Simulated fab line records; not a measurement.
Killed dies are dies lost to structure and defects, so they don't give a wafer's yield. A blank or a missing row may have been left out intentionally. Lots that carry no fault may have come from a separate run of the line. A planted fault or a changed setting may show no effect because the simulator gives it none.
Lot-split experiment	flow rit cmos	5 lots, 23 wafers read, on a route of 202 steps

## ON THE SPLIT
At RIT_REOX_OXIDATION_03 (target thk 25.2 nm, ox time 5580 s), the setting temp c was moved away from the recipe's 900 C on 20 of the 23 wafers read, by -2.9% to +1.8%. This setting was run at the recipe's value on the other wafers.

No step appears in the file between the split and the reading.

## THE READING
REOX_OXIDE_THK (nm), taken at RIT_REOX_THK_MEAS_04. Fault-free wafers of this fab line usually give 25.34 nm, standard deviation 0.27 nm.

wafer	tool, chamber at the split	temp c as run, C	against the recipe	REOX_OXIDE_THK, nm	against lot-mates on the recipe
L078.2	furnace-03, 0	900	recipe	25.12	-
L078.4	furnace-03, 0	900	recipe	24.96	-
L078.6	furnace-03, 0	900	recipe	24.78	-
L079.2	-, -	873.5	-2.9%	19.65	no lot-mate on the recipe
L079.3	-, -	873.5	-2.9%	19.48	no lot-mate on the recipe
L079.4	-, -	873.5	-2.9%	19.66	no lot-mate on the recipe
L079.5	-, -	873.5	-2.9%	19.39	no lot-mate on the recipe
L079.6	-, -	873.5	-2.9%	19.12	no lot-mate on the recipe
L081.1	-, -	916.5	+1.8%	29.88	no lot-mate on the recipe
L081.2	-, -	916.5	+1.8%	30.01	no lot-mate on the recipe
L081.3	-, -	916.5	+1.8%	30.06	no lot-mate on the recipe
L081.5	-, -	916.5	+1.8%	29.37	no lot-mate on the recipe
L081.6	-, -	916.5	+1.8%	30.36	no lot-mate on the recipe
L082.2	-, -	909.8	+1.1%	28.34	no lot-mate on the recipe
L082.3	-, -	909.8	+1.1%	28.13	no lot-mate on the recipe
L082.4	-, -	909.8	+1.1%	28.11	no lot-mate on the recipe
L082.5	-, -	909.8	+1.1%	28.18	no lot-mate on the recipe
L082.6	-, -	909.8	+1.1%	27.99	no lot-mate on the recipe
L084.1	-, -	874.4	-2.8%	19.33	no lot-mate on the recipe
L084.2	-, -	874.4	-2.8%	19.43	no lot-mate on the recipe
L084.4	-, -	874.4	-2.8%	19.16	no lot-mate on the recipe
L084.5	-, -	874.4	-2.8%	19.24	no lot-mate on the recipe
L084.6	-, -	874.4	-2.8%	19.17	no lot-mate on the recipe

FIT RESULTS
A straight line over all 23 wafers: REOX_OXIDE_THK changes by +2.21 nm for each +1% of temp c; r = +1.00; the points scatter about the line by 0.39 nm.
Too few moved wafers with a lot-mate on the recipe to fit a line net of each lot's own level.

## THE WHOLE CHAIN: every reading that the file lists as answering this split, in the file's order
step	what it does	reading	change (the file's fit)	r (the file's)
RIT_REOX_OXIDATION_03	target thk 25.2 nm, ox time 5580 s	SiO2_of_REOX_OXIDATION_03.thk nm (the simulator's own value, which no gauge read)	+2.21 nm for each +1% of the setting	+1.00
RIT_REOX_THK_MEAS_04		REOX_OXIDE_THK	+2.21 for each +1% of the setting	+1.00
RIT_SPACER_CLEAN_00	cleans in SC1, time 600 s	SiO2_of_REOX_OXIDATION_03.thk nm (the simulator's own value, which no gauge read)	+2.04 nm for each +1% of the setting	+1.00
RIT_M1_PROBE_99		etest.pldd.rs ohm sq (the simulator's own value, which no gauge read)	+109 for each +1% of the setting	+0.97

## FILE'S OWN FIT
REOX_OXIDE_THK changes by +2.21 nm for each +1% of temp c, r = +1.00.
